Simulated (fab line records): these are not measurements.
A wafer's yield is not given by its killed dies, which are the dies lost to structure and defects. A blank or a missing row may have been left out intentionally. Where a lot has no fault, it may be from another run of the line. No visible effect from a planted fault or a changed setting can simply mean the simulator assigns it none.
Which tool was responsible?	flow berkeley_cmos170	6 lots, 18 wafers sampled, at 2 steps of a route of 331

## WHAT EACH GAUGE READ, for each wafer
UCB170_NWELL_TW_MEAS_16.
lot	measured	on	NWELL_TW
L884	day 2 18:01	film_metro-02	1237 1239 1229
L886	day 3 01:41	film_metro-02	1240 1238 1237
L894	day 4 18:48	film_metro-02	1296 1299 1296 1294 1291 1291
L898	day 5 12:14	film_metro-02	1256 1248 1248
L903	day 6 10:59	film_metro-02	1236 1241 1238
L905	day 6 23:08	film_metro-01	1261 1263 1261

## WHAT TOOL EACH LOT RAN ON (gives the tool, then ch and the chambers of the sampled wafers, and finally the start)
lot	UCB170_NWELL_IMPLANT_14
L884	implanter-01 ch 0, day 2 17:46
L886	implanter-01 ch 0, day 3 01:26
L894	implanter-01 ch 0, day 4 18:34
L898	implanter-03 ch 0, day 5 11:59
L903	implanter-03 ch 0, day 6 10:44
L905	implanter-04 ch 0, day 6 22:54
- UCB170_NWELL_IMPLANT_14

## THE ANSWER, worked out from the rows above alone
Rule: what is usual is taken from the lots themselves. Put in order of their means at a reading, lots are off if they are a third of the lots or fewer, leave a main group of 4 or more, and stand apart from it by a gap of 3 or more times the standard deviation of the main group's means; of several such gaps the widest counts. Not used: any main group whose means are identical at the precision the tables above print for the reading. Also off: a lot with no number at a reading for which 4 or more lots have one. The other lots that the step has rows for count as sound.
Off: at UCB170_NWELL_TW_MEAS_16 (NWELL_TW), L894. Main group: mean 1245, sd 10.
If a tool, at a process step before that reading, ran all the lots that are off and no sound lot after the first of them, it fits. The gauges at UCB170_NWELL_TW_MEAS_16 are tried like those tools. One fits: UCB170_NWELL_IMPLANT_14 on implanter-01. A fault onset in the window from L886 (day 3 01:26, its last sound lot) to L894 (day 4 18:34, its first lot off) fits.

## WHAT THE SIMULATOR PUT IN
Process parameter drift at UCB170_NWELL_IMPLANT_14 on implanter-01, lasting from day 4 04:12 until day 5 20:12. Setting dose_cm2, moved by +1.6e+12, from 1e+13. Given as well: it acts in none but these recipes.
Shown lots that were struck: L894. Same finding as the rule above.
